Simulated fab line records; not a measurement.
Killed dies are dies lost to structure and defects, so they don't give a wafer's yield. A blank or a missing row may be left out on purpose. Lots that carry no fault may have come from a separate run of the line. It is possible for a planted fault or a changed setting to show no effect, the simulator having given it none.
What tool caused it? | flow rit-cmos | 8 lots with 24 wafers sampled at 2 steps, on a route of 202 steps

WHAT EACH GAUGE READ, for each wafer
RIT_M1_OVL_MEAS_10.
lot  | measured    | on         | M1_OVL (nm)
L293 | day 3 12:41 | overlay-01 | 1.5 -0.5 1.1
L295 | day 4 01:39 | overlay-01 | -0.1 -0.7 0.0
L298 | day 4 13:03 | overlay-02 | -0.6 1.0 0.5
L300 | day 4 22:32 | overlay-02 | 0.3 -1.2 1.0
L304 | day 5 20:14 | overlay-01 | -1.2 -1.2 0.1
L306 | day 6 04:46 | overlay-01 | 240.6 241.0 239.7
L308 | day 6 13:32 | overlay-02 | 237.7 238.6 238.6
L315 | day 8 03:05 | overlay-02 | -0.6 -0.3 1.1

WHAT TOOL EACH LOT RAN ON (gives the tool, then ch and the chambers of the sampled wafers, and finally the start)
lot  | RIT_M1_EXPOSE_06
L293 | iline-stepper-01 ch 0, day 3 12:08
L295 | iline-stepper-02 ch 0, day 4 01:06
L298 | iline-stepper-01 ch 0, day 4 12:31
L300 | iline-stepper-02 ch 0, day 4 21:59
L304 | iline-stepper-01 ch 0, day 5 19:34
L306 | iline-stepper-01 ch 0, day 6 04:13
L308 | iline-stepper-01 ch 0, day 6 12:59
L315 | iline-stepper-02 ch 0, day 8 02:33
- RIT_M1_EXPOSE_06: exposes mask M12, target cd 2600 nm.

THE ANSWER, worked out from the rows above alone
Rule: the lots themselves supply what counts as usual. The widest of any qualifying gaps counts: lots, ordered by their means at a reading, are off when they make up no more than a third of the lots, leave a main group of 4 or more, and stand apart from it by 3 or more times the standard deviation of that group's means. A main group whose means are all the same, to the digits that the tables above print for the reading, isn't used. A lot without any number at a reading at which 4 lots or more have one is off too. The other lots that the step has rows for count as sound.
Off: L306, L308, seen at RIT_M1_OVL_MEAS_10 (M1_OVL). The main group has a mean of 0.0 nm with a standard deviation of 0.46.
If a tool, at a process step before that reading, ran all the lots that are off and no sound lot after the first of them, it fits. Gauges at RIT_M1_OVL_MEAS_10: tried the same way as those tools. One fits: RIT_M1_EXPOSE_06 on iline-stepper-01. A fault onset in the window from L304 (day 5 19:34, its last sound lot) to L306 (day 6 04:13, its first lot off) fits.

WHAT THE SIMULATOR HAD PUT IN
Scanner matching overlay: iline-stepper-01, from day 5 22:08 on, at RIT_M1_EXPOSE_06. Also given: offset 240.
Struck lots among those shown: L306, L308. This agrees with what the rule above found.
